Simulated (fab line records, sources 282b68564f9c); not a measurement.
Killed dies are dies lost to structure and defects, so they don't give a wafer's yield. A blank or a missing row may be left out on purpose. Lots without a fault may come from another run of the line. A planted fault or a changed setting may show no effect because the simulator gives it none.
A struck lot beside a sound one | flow rit_cmos | 15 steps out of a route of 202
Sound: wafers L732.2, L732.3, L732.4. Struck: wafers L724.2, L724.4, L724.5. The cause comes at the end.
At each step with rows: each side's tool, then ch and its chambers, then its first start. Under that, the readings that differ: sound wafers | struck wafers | difference of the means | sigmas: that difference in standard deviations of wafers without a fault.
alike: readings whose means differ by less than 2 such deviations, and words and numbers that are the same on both sides. not compared: withheld readings, readings that some wafer has no value for, bounds like >300 that may hide the same value, and numbers for which the record gives no deviation and whose values overlap.
The two part at a step that has a row with sigmas, a row that says differs or no value, or rows on one side only. Numbers that don't overlap but have no deviation are shown without sigmas and don't part them. A reading that every wafer of one side lacks parts them only if that side has two wafers or more.

first, 1 step without rows for these wafers: RIT_GATE_CVD_08 (deposits poly-Si from SiH4, target thk 250 nm, time 2220 s).
RIT_GATE_THK_MEAS_09:
  sound on film_metro-03, day 6 23:26; struck on film_metro-02, day 5 09:10
  alike: GATE_POLY_THK
then, 6 steps without rows for these wafers: RIT_GATE_HMDS_10 (prime time 60 s); RIT_GATE_COAT_11 (resist thk 850 nm); RIT_GATE_SOFTBAKE_12 (time 60 s); RIT_GATE_EXPOSE_13 (exposes mask M6, target cd 150 nm); RIT_GATE_PEB_14; RIT_GATE_DEVELOP_15 (develop time 50 s).
RIT_GATE_CD_MEAS_16: target cd 150 nm.
  sound on cd_sem-01, day 7 00:28; struck on cd_sem-01, day 5 10:12
  alike: cd_nm
RIT_GATE_OVL_MEAS_17:
  sound on overlay-01, day 7 00:35; struck on overlay-01, day 5 10:19
  reading       | sound       | struck        | difference | sigmas
  GATE_OVL (nm) | 3.0 1.9 0.8 | -1.7 0.7 -1.9 | -2.9       | -2
then, 1 step without rows for these wafers: RIT_GATE_HARDBAKE_18 (time 60 s).
RIT_GATE_ETCH_19: etches poly-Si in SF6/CHF3/O2, stops on SiO2, time 165 s, target depth 312.5 nm.
  sound on rie_si-01 ch 1,2,3, day 7 00:46; struck on rie_si-01 ch 0,1, day 5 10:29
  alike: SF6_flow_sccm, drypump_motor_current_A, oes_product_au, rf_fwd_power_W, throttle_valve_pct
  not compared: rf_hours_counter_h
RIT_GATE_STRIP_20: strips in O2, time 180 s.
  sound on plasma_asher-02 ch 0,1, day 7 00:52; struck on plasma_asher-02 ch 0,1, day 5 10:36
  no value came back on the struck wafers for chamber_pressure_mTorr (mTorr), drypump_motor_current_A (A), o2_flow_sccm (sccm); on the sound wafers chamber_pressure_mTorr (mTorr) reads 3998 3996 3999
  reading                                   | sound | struck            | difference | sigmas
  model.NOVOLAK_of_GATE_COAT_11.thk_nm (nm) | 0 0 0 | 673.4 675.8 674.5 | +674.6     |
  not compared: rf_hours_counter_h
RIT_GATE_CD_MEAS_90: target cd 150 nm.
  sound on cd_sem-02, day 7 01:04; struck on cd_sem-01, day 5 10:47
  alike: cd_nm
RIT_M1_PROBE_99:
  sound on prober-02, day 7 23:34; struck on prober-01, day 6 09:59
  reading             | sound | struck      | difference | sigmas
  killed_at_front_end | 5 5 8 | 264 264 264 | +258       | +86
  killed_dies         | 5 5 8 | 264 264 264 | +258       | +86
  killed_on_rim       | 1 1 4 | 70 70 70    | +68        | +45
  alike: killed_at_contacts, killed_open, killed_short

WHERE THEY PART
First at RIT_GATE_OVL_MEAS_17; last, within this record, at RIT_M1_PROBE_99.

WHY: what the simulator had put in
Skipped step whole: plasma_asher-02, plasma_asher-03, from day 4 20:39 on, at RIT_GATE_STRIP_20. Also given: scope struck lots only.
